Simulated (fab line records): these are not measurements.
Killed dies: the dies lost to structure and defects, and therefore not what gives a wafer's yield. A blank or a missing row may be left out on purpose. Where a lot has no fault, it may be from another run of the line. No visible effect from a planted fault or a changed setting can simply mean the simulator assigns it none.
8D (eight disciplines) problem report, filled in by code :: flow rit cmos :: the parts of the form that need people (team, actions taken, sign-off) are left out

== 1. THE ISSUE ==
At RIT_ACTIVE_SOFTBAKE_07, heater power total W averages 35.16 W over 6 wafers from 2 lots, while fault-free wafers read 34.57 W, standard deviation 0.047. That puts it +13 standard deviations away from the usual mean.
The step: time 60 s.
The first sign was on wafer L183.2 at day 3 11:40, on litho track-04. The record has a number at this step for 42 wafers belonging to 14 lots. Rule for "out" (also "out of limits"): further than 4 standard deviations from the usual mean. All remaining wafers that have a number are taken as sound.

== 2. WHAT THIS IS AND IS NOT ==
question: which readings at this step
is: heater power total W, plate temp C
is not: -

question: which lots
is: L183, L186
is not: L174, L175, L176, L177, L178, L180, L181, L182, L184, L190, L192, L197

question: which wafers of those lots
is: all that have a number
is not: -

question: read on which tools
is: litho track-04
is not: litho track-02, litho track-03

question: when
is: from day 3 11:40
is not: up to then (24 sound wafers); but 12 sound wafers of L184, L190, L192, L197 came after

== 3. THE SUSPECTS, EACH WITH WHAT RULES IT OUT ==
Counting: a tool stays on the suspect list if, at a process step up to the reading, it processed all lots that are out and no sound lot following the first of them.
- litho track-04 at RIT_ACTIVE_SOFTBAKE_07 (time 60 s): kept. Every lot that is out went through it, starting with L183 (day 3 11:40), and after that it ran no sound lot; the last sound lot it ran before then is L181 (day 3 01:51). Its own readings are out on those wafers: heater power total W, plate temp C.
The count leaves litho track-04 at RIT_ACTIVE_SOFTBAKE_07.

== 4. THE CAUSE (what the simulator had put in) ==
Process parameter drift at RIT_ACTIVE_SOFTBAKE_07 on litho track-04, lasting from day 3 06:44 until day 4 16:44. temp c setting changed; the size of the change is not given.
After counting, this tool was the only one left.

== 5. SEQUENCE OF EFFECTS, ordered by route ==
Each row: a reading where the mean over the struck wafers with a number is more than 3 standard deviations away from the usual. Only readings whose record carries a usual standard deviation are examined. hours: median over the lots of the time between each lot's start at the first step of this table that gives one and its start at this step. sigmas: the change, counted in usual standard deviations.
hours: 0
step: RIT_ACTIVE_SOFTBAKE_07
reading: heater power total W
usual: 34.57 W
on struck wafers: 35.16
change: +0.59
sigmas: +13

hours: 0
step: RIT_ACTIVE_SOFTBAKE_07
reading: plate temp C
usual: 89.99 C
on struck wafers: 91.06
change: +1.07
sigmas: +8.9
Process steps it contains:
- RIT_ACTIVE_SOFTBAKE_07: time 60 s.

== 6. WHAT WOULD HAVE CAUGHT IT SOONER ==
In this record no reading fell out of limits until day 3 11:40, 5 hours after the fault had begun at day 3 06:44.
